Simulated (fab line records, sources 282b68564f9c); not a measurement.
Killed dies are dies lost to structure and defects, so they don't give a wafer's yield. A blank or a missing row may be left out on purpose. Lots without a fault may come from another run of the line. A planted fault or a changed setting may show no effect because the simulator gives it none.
One fault seen from 2 desks | flow rit_cmos | each desk has only its own numbers; what lay behind them comes last

THE METROLOGY DESK
What the gauges read, lot by lot, whatever tool the lot ran on: means of the sampled wafers that have a number. A lot is out of limits, marked OUT, if its mean lies more than 4 standard deviations from the usual mean; the brackets give that distance. Of its 10 readings 7 are shown: those that lie furthest out on some lot.
Columns: A = PLDD_OVL at RIT_PLDD_OVL_MEAS_06, usual 0.8 nm; B = PLDD_TW at RIT_PLDD_TW_MEAS_10, usual 2342; C = NSD_TW at RIT_NSD_TW_MEAS_10, usual 3129; D = PSD_OVL at RIT_PSD_OVL_MEAS_06, usual -1.1 nm; E = PSD_TW at RIT_PSD_TW_MEAS_10, usual 3446; F = NSD_RS at RIT_SDANNEAL_RS_MEAS_05, usual 84.5 ohm/sq; G = PLDD_RS at RIT_SDANNEAL_RS_MEAS_06, usual 178.5 ohm/sq
lot  | first seen here | A    | B    | C    | D    | E    | F    | G
L237 | day 4 11:52     | -1.3 | 2375 | 3159 | -1.4 | 3376 | 84.5 | 177.8
L240 | day 4 20:30     | 0.4  | 2318 | 3126 | 0.0  | 3403 | 84.5 | 178.6
L244 | day 5 19:20     | 0.4  | 2364 | 3096 | -0.3 | 3479 | 85.0 | 178.7
L243 | day 5 22:28     | 2.0  | 2321 | 3163 | -1.1 | 3457 | 84.1 | 178.2
L247 | day 6 05:11     | 0.4  | 2372 | 3093 | -1.0 | 3448 | 84.6 | 178.4
L254 | day 7 06:22     | 0.1  | 2324 | 3087 | -2.8 | 3470 | 84.4 | 178.3
This desk's finding: nothing out of limits on any of the 6 lots.

THE TOOL OWNER'S DESK: rie_diel-03
The tool's own readings at RIT_SPACER_ETCHBACK_05 (etches Si3N4 in SF6/CHF3, stops on SiO2, target depth 250 nm, time 240 s): means of the sampled wafers that have a number, for each lot that ran on this tool. A lot is out of limits, marked OUT, if its mean lies more than 4 standard deviations from the usual mean; the brackets give that distance.
Columns: A = SF6_flow_sccm at RIT_SPACER_ETCHBACK_05, usual 30.00 sccm; B = drypump_motor_current_A at RIT_SPACER_ETCHBACK_05, usual 5.6 A; C = oes_product_au at RIT_SPACER_ETCHBACK_05, usual 0.835 a.u.; D = run_length_s at RIT_SPACER_ETCHBACK_05, usual 268.3 s; E = throttle_valve_pct at RIT_SPACER_ETCHBACK_05, usual 10.34 %
lot  | first seen here | A     | B   | C               | D               | E
L240 | day 4 23:25     | 30.00 | 5.1 | 0.824           | 268.1           | 10.31
L244 | day 5 22:35     | 30.02 | 4.8 | 0.963 (+11) OUT | 239.7 (-75) OUT | 10.27
L243 | day 6 02:19     | 29.88 | 5.0 | 0.960 (+10) OUT | 239.7 (-75) OUT | 10.34
This desk's finding: out of limits on L243, L244; first on L244, day 5 22:35 (oes_product_au at RIT_SPACER_ETCHBACK_05). In limits: L240.

PUT TOGETHER
The tool owner's desk could have raised an alarm at day 5 22:35, on L243, L244.
The metrology desk saw nothing out of limits.
The metrology desk has L243, L244 on record, within its limits.
Of the lots named, all ran RIT_SPACER_ETCHBACK_05 on rie_diel-03.

WHAT THE SIMULATOR HAD PUT IN
Process parameter drift: rie_diel-03, from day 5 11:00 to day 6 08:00, at RIT_SPACER_ETCHBACK_05. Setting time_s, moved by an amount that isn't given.
Lots struck among those shown: L243, L244.
Hours from the fault's start to each desk's first reading out of limits: the tool owner's desk, 12.
